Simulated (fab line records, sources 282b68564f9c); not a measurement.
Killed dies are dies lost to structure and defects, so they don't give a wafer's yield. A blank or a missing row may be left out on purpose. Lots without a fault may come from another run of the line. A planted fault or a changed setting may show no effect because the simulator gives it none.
fab line records | flow rit_cmos
record lots=6 wafers=18 last_day=7
route steps=202 shown CONTACT@168 M1@202
lots that met no fault: from a run of the same line without faults
start_h: hours from the record's first day to the start of the lot's first wafer shown | wait_h: hours since the lot's step before | " the same as in the row above | L1.1+2: a row that stands for several wafers | - no value, or no start given | * or withheld: withheld | < > ~ a bound
route shown NAME@n: a module of which the file shows steps, and the number in the route of the first | usual: mean/standard deviation of fault-free wafers | same: alike in all rows | chamber/n: place in a boat | sites: the reading at each site | _std_site: their standard deviation | _edge_site: outer sites' mean less inner sites' | radius_mm: how far each site lies from the wafer's centre | mask NAME#n: copy n | behind: the tool/chamber that last shaped the wafer | hold: why the lot was held/for how many hours/how that ended | device: the transistor (n, p or np) that didn't switch | end of line: the same wafers' tests at the end of the route | a step without rows: its recipe alone | killed: dies lost to structure and defects at the first sort, not the wafer's yield | map: a wafer's dies, x killed, . not, _ none there
set.NAME: the setting as run; set.NAME@STEP: as run at that earlier step | model.NAME: the simulator's own value behind a step, which no gauge read
lots at some steps of the route; a table a step, a row a wafer
services: from which hour (start_h, from the record's first day; less than 0 if before it) a tool's chamber was out of use, for how many hours, and why
## steps
# step RIT_CONTACT_CVD_00
# recipe material=SiO2 target_thk_nm=400 precursor=TEOS temp_c=390 time_s=61 rf_w=400
# usual heater_power_w=330/51
# columns lot.wafer tool chamber start_h wait_h heater_power_w
L798.1 pecvd-03 2 69.06 0.1 409
L798.3 " 1 " " 352
L798.4 " 2 " " 298
L815.2 pecvd-03 2 148.73 0.0 400
L815.3 " 1 " " 305
L815.5 " 2 " " 329
L816.1 pecvd-01 0 152.21 0.1 329
L816.2 " 2 " " 327
L816.5 " 1 " " 288
L818.1 pecvd-03 1 161.02 0.1 302
L818.2 " 2 " " 312
L818.3 " 2 " " 340
L819.2 pecvd-01 2 162.19 0.0 374
L819.4 " 2 " " 288
L819.5 " 0 " " 393
L820.1 pecvd-04 2 168.45 0.1 416
L820.2 " 1 " " 336
L820.4 " 0 " " 286
# step RIT_CONTACT_THK_MEAS_01
# recipe reads=SiO2_of_CONTACT_CVD_00
# usual CONTACT_TEOS_THK=400/4.9
# columns lot.wafer tool chamber start_h wait_h CONTACT_TEOS_THK[nm]
L798.1 film_metro-01 - 69.11 0.0 393
L798.3 " - " " 400
L798.4 " - " " 396
L815.2 film_metro-04 - 148.81 0.1 391
L815.3 " - " " 400
L815.5 " - " " 402
L816.1 film_metro-04 - 152.26 0.0 396
L816.2 " - " " 399
L816.5 " - " " 402
L818.1 film_metro-04 - 161.10 0.1 398
L818.2 " - " " 401
L818.3 " - " " 404
L819.2 film_metro-01 - 162.25 0.0 393
L819.4 " - " " 403
L819.5 " - " " 395
L820.1 film_metro-02 - 168.50 0.0 395
L820.2 " - " " 398
L820.4 " - " " 399
# step RIT_CONTACT_HMDS_02
# recipe prime_time_s=60 prime_temp_c=140
# step RIT_CONTACT_COAT_03
# recipe resist=NOVOLAK spin_rpm=3250 resist_thk_nm=1000
# step RIT_CONTACT_SOFTBAKE_04
# recipe resist=NOVOLAK temp_c=90 time_s=60
# step RIT_CONTACT_EXPOSE_05
# recipe mask_id=M11 na=0.6 source_shape=conventional sigma_outer=0.5 target_cd_nm=1000 dose_mj=250
# step RIT_CONTACT_PEB_06
# recipe resist=NOVOLAK temp_c=withheld time_s=withheld
# step RIT_CONTACT_DEVELOP_07
# recipe resist=NOVOLAK develop_time_s=120 dev_temp_c=23
# step RIT_CONTACT_CD_MEAS_08
# recipe target_cd_nm=1000
# usual cd_nm=999.9/2.5
# columns lot.wafer tool chamber start_h wait_h cd_nm
L798.1 cd_sem-02 - 70.30 - 1002.2
L798.3 " - " " 1001.4
L798.4 " - " " 1002.5
L815.2 cd_sem-01 - 149.97 - 1000.3
L815.3 " - " " 999.9
L815.5 " - " " 1000.9
L816.1 cd_sem-01 - 153.61 - 1001.6
L816.2 " - " " 1000.1
L816.5 " - " " 998.7
L818.1 cd_sem-02 - 162.19 - 1000.2
L818.2 " - " " 999.2
L818.3 " - " " 998.9
L819.2 cd_sem-02 - 163.28 - 998.3
L819.4 " - " " 997.5
L819.5 " - " " 997.7
L820.1 cd_sem-02 - 169.53 - 998.8
L820.2 " - " " 1001.5
L820.4 " - " " 1003.0
# step RIT_CONTACT_OVL_MEAS_09
# usual CONTACT_OVL=-0.1/1.3
# columns lot.wafer tool chamber start_h wait_h CONTACT_OVL[nm]
L798.1 overlay-02 - 70.42 0.1 0.3
L798.3 " - " " -0.1
L798.4 " - " " 1.3
L815.2 overlay-01 - 150.08 0.1 2.0
L815.3 " - " " 1.1
L815.5 " - " " 1.6
L816.1 overlay-01 - 153.73 0.1 0.0
L816.2 " - " " 0.7
L816.5 " - " " -0.2
L818.1 overlay-02 - 162.31 0.1 -0.3
L818.2 " - " " -0.2
L818.3 " - " " 0.1
L819.2 overlay-02 - 163.39 0.1 -2.6
L819.4 " - " " -1.9
L819.5 " - " " 0.0
L820.1 overlay-02 - 169.65 0.1 -0.5
L820.2 " - " " -2.1
L820.4 " - " " -2.0
# step RIT_CONTACT_HARDBAKE_10
# recipe resist=NOVOLAK temp_c=140 time_s=60
# step RIT_CONTACT_ETCH_11
# recipe target_depth_a=4800 over_etch_frac=0.2 stop_on=TiSi2 chemistry=CHF3/CF4/Ar target=SiO2 CHF3_flow_sccm=50 cf4_flow_sccm=10 Ar_flow_sccm=100 O2_flow_sccm=5 pressure_mtorr=100 rf_w=200 time_s=320
# usual drypump_motor_current_A=5.9/0.53 oes_product_au=0.991/0.011 throttle_valve_pct=8.89/0.15
# columns lot.wafer tool chamber start_h wait_h drypump_motor_current_A oes_product_au rf_hours_counter_h throttle_valve_pct
L798.1 rie_diel-03 1 70.76 0.1 5.5 1.002 145 8.85
L798.3 " 0 " " 5.8 0.993 96 9.24
L798.4 " 2 " " 5.4 1.004 6 9.05
L815.2 rie_diel-04 0 150.26 0.1 6.5 0.984 52 9.01
L815.3 " 3 " " 5.2 0.996 43 8.59
L815.5 " 0 " " 6.5 0.982 - 9.00
L816.1 rie_diel-01 3 153.92 0.1 6.4 0.980 68 8.84
L816.2 " 0 " " 6.3 0.989 69 8.94
L816.5 " 2 " " 5.0 0.987 - 8.93
L818.1 rie_diel-03 3 162.49 0.1 6.5 0.978 145 8.78
L818.2 " 0 " " 5.9 1.001 98 9.23
L818.3 " 1 " " 5.5 0.997 147 8.85
L819.2 rie_diel-01 3 163.57 0.1 6.3 0.986 69 8.83
L819.4 " 2 " " 5.0 0.987 8 8.93
L819.5 " 1 " " 5.8 0.980 - 8.84
L820.1 rie_diel-04 1 169.83 0.1 6.2 1.005 2 8.92
L820.2 " 0 " " 6.6 0.985 53 9.00
L820.4 " 2 " " 5.3 1.007 94 8.87
# step RIT_CONTACT_STRIP_12
# recipe chemistry=O2 time_s=180 resist=NOVOLAK platen_temp_c=withheld power_w=500 pressure_mtorr=4000 o2_flow_sccm=4000
# usual chamber_pressure_mTorr=3999/3.9 drypump_motor_current_A=5.7/0.45
# columns lot.wafer tool chamber start_h wait_h chamber_pressure_mTorr drypump_motor_current_A rf_hours_counter_h model.NOVOLAK_of_CONTACT_COAT_03.thk_nm
L798.1 plasma_asher-02 1 70.95 0.1 4001 6.5 44 0
L798.3 " 0 " " 3998 5.5 - 0
L798.4 " 1 " " 3998 6.5 - 0
L815.2 plasma_asher-04 0 150.45 0.1 - - - 766.5
L815.3 " 1 " " - - - 764
L815.5 " 0 " " - - - 761
L816.1 plasma_asher-04 0 154.11 0.1 - - - 764
L816.2 " 1 " " - - - 767.5
L816.5 " 0 " " - - - 765.6
L818.1 plasma_asher-02 0 162.69 0.1 3996 5.5 6 0
L818.2 " 1 " " 3999 6.5 6 0
L818.3 " 1 " " 3995 6.5 - 0
L819.2 plasma_asher-04 1 163.76 0.1 3998 5.7 54 0
L819.4 " 1 " " 4005 5.7 - 0
L819.5 " 0 " " 4003 5.3 - 0
L820.1 plasma_asher-04 1 170.03 0.1 4002 5.7 54 0
L820.2 " 0 " " 4000 5.3 54 0
L820.4 " 0 " " 3999 5.3 - 0
# step RIT_CONTACT_CD_MEAS_90
# recipe target_cd_nm=1000
# usual cd_nm=999.7/2.5
# columns lot.wafer tool chamber start_h wait_h cd_nm
L798.1 cd_sem-02 - 71.12 0.1 1002.3
L798.3 " - " " 1000.8
L798.4 " - " " 1002.8
L815.2 cd_sem-02 - 150.64 0.1 999.9
L815.3 " - " " 999.7
L815.5 " - " " 1000.9
L816.1 cd_sem-01 - 154.29 0.1 1001.0
L816.2 " - " " 999.7
L816.5 " - " " 998.2
L818.1 cd_sem-01 - 162.86 0.1 1000.0
L818.2 " - " " 998.1
L818.3 " - " " 999.1
L819.2 cd_sem-01 - 163.96 0.1 998.3
L819.4 " - " " 997.4
L819.5 " - " " 998.3
L820.1 cd_sem-01 - 170.20 0.1 998.4
L820.2 " - " " 1001.0
L820.4 " - " " 1002.0
# step RIT_M1_PROBE_99
# usual killed_at_M0_to_M3=0.0/0.083 killed_at_contacts=0.1/0.25 killed_at_front_end=7/3.1 killed_dies=7/3.2 killed_on_rim=1.9/1.5 killed_open=3.3/2 killed_short=3.5/2
# same gross_dies=264 killed_at_M4_up=0 killed_at_back_side=0 killed_at_other=0
# columns lot.wafer tool chamber start_h wait_h hold killed_at_M0_to_M3 killed_at_contacts killed_at_front_end killed_dies killed_on_rim killed_open killed_short
L798.1 prober-02 - 75.61 0.1 - 0 1 4 5 1 2 3
L798.3 prober-02 - 75.71 0.2 - 0 0 5 5 1 2 3
L798.4 prober-02 - 75.76 0.2 - 0 0 6 6 4 2 4
L815.2 prober-02 - 156.28 0.1 await_dispo/4.6h/scrap 253 0 11 264 70 4 7
L815.3 prober-02 - 156.33 0.2 await_dispo/4.6h/scrap 256 0 8 264 70 3 5
L815.5 prober-02 - 156.43 0.2 await_dispo/4.6h/scrap 254 0 10 264 70 2 8
L816.1 prober-01 - 158.89 0.1 await_dispo/2.4h/scrap 258 0 6 264 70 4 2
L816.2 prober-01 - 158.94 0.1 await_dispo/2.4h/scrap 253 0 11 264 70 5 6
L816.5 prober-01 - 159.09 0.2 await_dispo/2.4h/scrap 258 0 6 264 70 4 2
L818.1 prober-01 - 167.34 0.1 - 0 0 13 13 5 9 4
L818.2 prober-01 - 167.39 0.1 - 0 0 3 3 1 1 2
L818.3 prober-01 - 167.44 0.2 - 0 0 10 10 2 3 7
L819.2 prober-02 - 168.89 0.1 - 0 0 2 2 0 1 1
L819.4 prober-02 - 168.99 0.2 - 0 0 4 4 1 2 2
L819.5 prober-02 - 169.04 0.2 - 0 1 6 7 3 1 6
L820.1 prober-01 - 174.70 0.1 - 0 0 2 2 0 1 1
L820.2 prober-01 - 174.75 0.1 - 0 0 6 6 2 3 3
L820.4 prober-01 - 174.85 0.2 - 0 0 6 6 0 5 1
# killed by level:class
L798.1 FOX1:geometric_particle:open=1 GATE:geometric_particle:short=1 SILICIDE:geometric_particle:open=1 SILICIDE:geometric_particle:short=1 CONTACT:geometric_particle:short=1
L798.3 REOX:geometric_particle:short=2 GATE:geometric_particle:short=1 REOX:geometric_particle:open=1 SILICIDE:geometric_particle:open=1
L798.4 FOX1:geometric_particle:short=1 FOX2:geometric_particle:open=1 GATE:geometric_particle:open=1 GATE:geometric_particle:short=1 REOX:geometric_particle:short=1 SILICIDE:geometric_particle:short=1
L815.2 M1:area_sputter=253 GATE:geometric_particle:short=3 GATE:geometric_particle:open=2 REOX:geometric_particle:short=2 REOX:geometric_particle:open=2 FOX1:geometric_particle:short=1 FOX2:geometric_particle:short=1
L815.3 M1:area_sputter=256 GATE:geometric_particle:short=3 FOX1:geometric_particle:short=1 FOX2:geometric_particle:open=1 GATE:geometric_particle:open=1 SPACER:geometric_particle:open=1 SPACER:geometric_particle:short=1
L815.5 M1:area_sputter=254 GATE:geometric_particle:short=5 SILICIDE:geometric_particle:short=2 REOX:geometric_particle:open=1 REOX:geometric_particle:short=1 SILICIDE:geometric_particle:open=1
L816.1 M1:area_sputter=258 REOX:geometric_particle:open=2 FOX2:geometric_particle:short=1 GATE:geometric_particle:open=1 REOX:geometric_particle:short=1 SPACER:geometric_particle:open=1
L816.2 M1:area_sputter=253 SILICIDE:geometric_particle:short=3 REOX:geometric_particle:short=2 REOX:geometric_particle:open=2 FOX1:geometric_particle:short=1 GATE:geometric_particle:open=1 SPACER:geometric_particle:open=1 SILICIDE:geometric_particle:open=1
L816.5 M1:area_sputter=258 GATE:geometric_particle:open=3 FOX1:geometric_particle:short=1 GATE:geometric_particle:short=1 SPACER:geometric_particle:open=1
L818.1 GATE:geometric_particle:short=3 GATE:geometric_particle:open=3 SILICIDE:geometric_particle:open=3 FOX1:geometric_particle:open=2 SPACER:geometric_particle:open=1 SILICIDE:geometric_particle:short=1
L818.2 FOX1:geometric_particle:short=1 GATE:geometric_particle:open=1 SILICIDE:geometric_particle:short=1
L818.3 FOX1:geometric_particle:short=2 GATE:geometric_particle:open=2 GATE:geometric_particle:short=2 SPACER:geometric_particle:short=2 SILICIDE:geometric_particle:short=1 SILICIDE:geometric_particle:open=1
L819.2 SILICIDE:geometric_particle:short=1 SILICIDE:geometric_particle:open=1
L819.4 GATE:geometric_particle:short=2 GATE:geometric_particle:open=1 SILICIDE:geometric_particle:open=1
L819.5 SILICIDE:geometric_particle:short=3 GATE:geometric_particle:short=1 REOX:geometric_particle:open=1 REOX:geometric_particle:short=1 CONTACT:geometric_particle:short=1
L820.1 FOX2:geometric_particle:open=1 GATE:geometric_particle:short=1
L820.2 SILICIDE:geometric_particle:short=2 GATE:geometric_particle:short=1 REOX:geometric_particle:open=1 SPACER:geometric_particle:open=1 SILICIDE:geometric_particle:open=1
L820.4 GATE:geometric_particle:open=3 SILICIDE:geometric_particle:open=2 GATE:geometric_particle:short=1
# map L815.2 (x killed, . not)
________xxxxxxx_______
_____xxxxxxxxxxxxx____
____xxxxxxxxxxxxxxx___
___xxxxxxxxxxxxxxxxx__
__xxxxxxxxxxxxxxxxxxx_
__xxxxxxxxxxxxxxxxxxx_
_xxxxxxxxxxxxxxxxxxxxx
_xxxxxxxxxxxxxxxxxxxxx
_xxxxxxxxxxxxxxxxxxxxx
_xxxxxxxxxxxxxxxxxxxxx
__xxxxxxxxxxxxxxxxxxx_
__xxxxxxxxxxxxxxxxxxx_
___xxxxxxxxxxxxxxxxx__
____xxxxxxxxxxxxxxx___
_____xxxxxxxxxxxxx____
________xxxxxxx_______
# map L816.1 (x killed, . not)
________xxxxxxx_______
_____xxxxxxxxxxxxx____
____xxxxxxxxxxxxxxx___
___xxxxxxxxxxxxxxxxx__
__xxxxxxxxxxxxxxxxxxx_
__xxxxxxxxxxxxxxxxxxx_
_xxxxxxxxxxxxxxxxxxxxx
_xxxxxxxxxxxxxxxxxxxxx
_xxxxxxxxxxxxxxxxxxxxx
_xxxxxxxxxxxxxxxxxxxxx
__xxxxxxxxxxxxxxxxxxx_
__xxxxxxxxxxxxxxxxxxx_
___xxxxxxxxxxxxxxxxx__
____xxxxxxxxxxxxxxx___
_____xxxxxxxxxxxxx____
________xxxxxxx_______
## services
# columns tool chamber start_h hours kind
rie_diel-04 2 46.90 12.9 repair
rie_diel-03 3 66.73 1.3 repair
pecvd-01 - 71.88 4.7 repair
rie_diel-04 2 74.04 16.5 repair
rie_diel-04 3 79.36 5.8 repair
rie_diel-04 1 96.45 - clean
rie_diel-04 1 96.45 17.8 scheduled_down
rie_diel-04 1 96.45 17.8 vent_cycle
plasma_asher-02 - 108.75 9.0 pm
plasma_asher-02 0 108.75 9.0 vent_cycle
plasma_asher-02 1 108.75 9.0 vent_cycle
rie_diel-01 2 109.64 9.8 repair
pecvd-04 - 115.27 1.2 repair
pecvd-04 - 116.11 0.7 repair
plasma_asher-02 0 117.75 - clean
plasma_asher-02 1 117.75 - clean
pecvd-03 0 135.56 28.5 repair
rie_diel-04 2 137.27 16.2 repair
pecvd-04 0 138.15 9.2 repair
rie_diel-03 2 167.20 6.1 repair
## key
first_sign step=RIT_CONTACT_STRIP_12 reading=tool_record direction=missing
effect step=RIT_M1_PROBE_99 reading=killed_at_M0_to_M3 direction=up sigmas=99+ usual=0.0 struck=255.3
model_effect step=RIT_CONTACT_STRIP_12 value=NOVOLAK_of_CONTACT_COAT_03.thk_nm without=0 struck=764.8
more_kills_born_at RIT_M1_SPUTTER_00@pvd_sputter-02=769 RIT_M1_SPUTTER_00@pvd_sputter-03=763
met_at RIT_CONTACT_STRIP_12
struck_wafers L815.2,L815.3,L815.5,L816.1,L816.2,L816.5
later_rows_left_out L815.2,L815.3,L815.5,L816.1,L816.2,L816.5
tester_left_out L815,L816
fault kind=skipped_step_whole tool=plasma_asher-04 chamber=- onset_h=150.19 steps=RIT_CONTACT_STRIP_12 scope=struck_lots_only
# tester_left_out: of these lots the tester's yield and bins aren't shown, on N5 and GAA mostly nor the transistor test; their killed dies are dies lost to structure and defects alone, not to doping, threshold or leakage, so they don't give the yield
# later_rows_left_out: the simulator's readings of these wafers behind a module that went badly wrong aren't trusted and aren't shown, but for the sort
